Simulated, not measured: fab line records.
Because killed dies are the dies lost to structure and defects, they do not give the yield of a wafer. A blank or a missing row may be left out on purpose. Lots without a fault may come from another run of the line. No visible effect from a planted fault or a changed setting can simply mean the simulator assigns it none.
A struck lot beside a sound one | flow rit cmos | 22 out of 202 route steps
Sound: wafers L706.2, L706.4, L706.6. Struck: wafers L716.1, L716.4, L716.5. The cause comes at the end.
Each step with rows lists, per side, the tool, then ch with its chambers, then its first start. Under that, the readings that differ: sound wafers | struck wafers | difference of the means | sigmas: that difference in standard deviations of wafers without a fault.
alike: readings with means less than 2 such deviations apart, plus words and numbers identical on both sides. not compared: withheld readings, readings lacking a value on some wafer, bounds such as >300 that could conceal the same value, and numbers that have no deviation in the record and whose values overlap.
Wherever a step has rows on one side only, a row that says differs or no value, or a row with sigmas, the two part there. When numbers do not overlap yet have no deviation, they are printed without sigmas and do not part them. A reading missing from all wafers of one side parts the sides only when that side holds two or more wafers.

first, 2 steps without rows for these wafers: RIT_NSD_HARDBAKE_07 (time 60 s); RIT_NSD_IMPLANT_08.
RIT_NSD_STRIP_09: strips in O2, time 180 s.
  sound on plasma asher-02 ch 0,1, day 4 12:05; struck on plasma asher-01 ch 0,1, day 6 20:38
  alike: drypump motor current A
  not compared: rf hours counter h
RIT_NSD_TW_MEAS_10:
  struck on film metro-01, day 6 20:49; sound on film metro-02, day 4 12:16
  alike: NSD_TW
then, 6 steps without rows for these wafers: RIT_PSD_HMDS_00 (prime time 60 s); RIT_PSD_COAT_01 (resist thk 1000 nm); RIT_PSD_SOFTBAKE_02 (time 60 s); RIT_PSD_EXPOSE_03 (exposes mask M10, target cd 40900 nm); RIT_PSD_PEB_04; RIT_PSD_DEVELOP_05 (develop time 50 s).
RIT_PSD_OVL_MEAS_06:
  struck on overlay-01, day 6 21:55; sound on overlay-02, day 4 13:10
  alike: PSD_OVL
then, 1 step without rows for these wafers: RIT_PSD_HARDBAKE_07 (time 60 s).
RIT_PSD_IMPLANT_08:
  sound on implanter-01 ch 0, day 4 13:23; struck on implanter-01 ch 0, day 6 22:06
  alike: beam on s
RIT_PSD_STRIP_09: strips in O2, time 180 s.
  sound on plasma asher-02 ch 0,1, day 4 13:30; struck on plasma asher-04 ch 0,1, day 6 22:15
  alike: drypump motor current A
  not compared: rf hours counter h
RIT_PSD_TW_MEAS_10:
  struck on film metro-03, day 6 22:25; sound on film metro-01, day 4 13:41
  alike: PSD_TW
then, 3 steps without rows for these wafers: RIT_SDANNEAL_CLEAN_00 (cleans in SC1, time 600 s); RIT_SDANNEAL_CLEAN_01 (cleans in dHF, time 30 s); RIT_SDANNEAL_CLEAN_02 (cleans in SC2, time 600 s).
RIT_SDANNEAL_RTA_03: time 5 s.
  sound on rtp anneal-01 ch 0, day 4 14:07; struck on rtp anneal-01 ch 0, day 6 22:52
  alike: anneal temp c max, wafer_temp_C_max
RIT_SDANNEAL_RS_MEAS_04: the measuring method here is four-point-probe.
  struck on film metro-03, day 6 22:56; sound on film metro-03, day 4 14:14
  reading         | sound             | struck | difference                    | sigmas
  PSD_RS (ohm/sq) | 115.6 116.1 115.2 | - - -  | no value on the struck wafers |
RIT_SDANNEAL_RS_MEAS_05: the measuring method here is four-point-probe.
  struck on film metro-03, day 6 23:03; sound on film metro-03, day 4 14:22
  alike: NSD_RS
RIT_M1_PROBE_99:
  struck on prober-02, day 7 06:19; sound on prober-02, day 4 21:40
  reading      | sound | struck | difference | sigmas
  killed short | 9 5 5 | 1 1 4  | -4         | -2
  alike: killed at front end, killed dies, killed open

## WHERE THEY PART
First at RIT_SDANNEAL_RS_MEAS_04; last, within this record, at RIT_M1_PROBE_99.

WHY: what had been put in by the simulator
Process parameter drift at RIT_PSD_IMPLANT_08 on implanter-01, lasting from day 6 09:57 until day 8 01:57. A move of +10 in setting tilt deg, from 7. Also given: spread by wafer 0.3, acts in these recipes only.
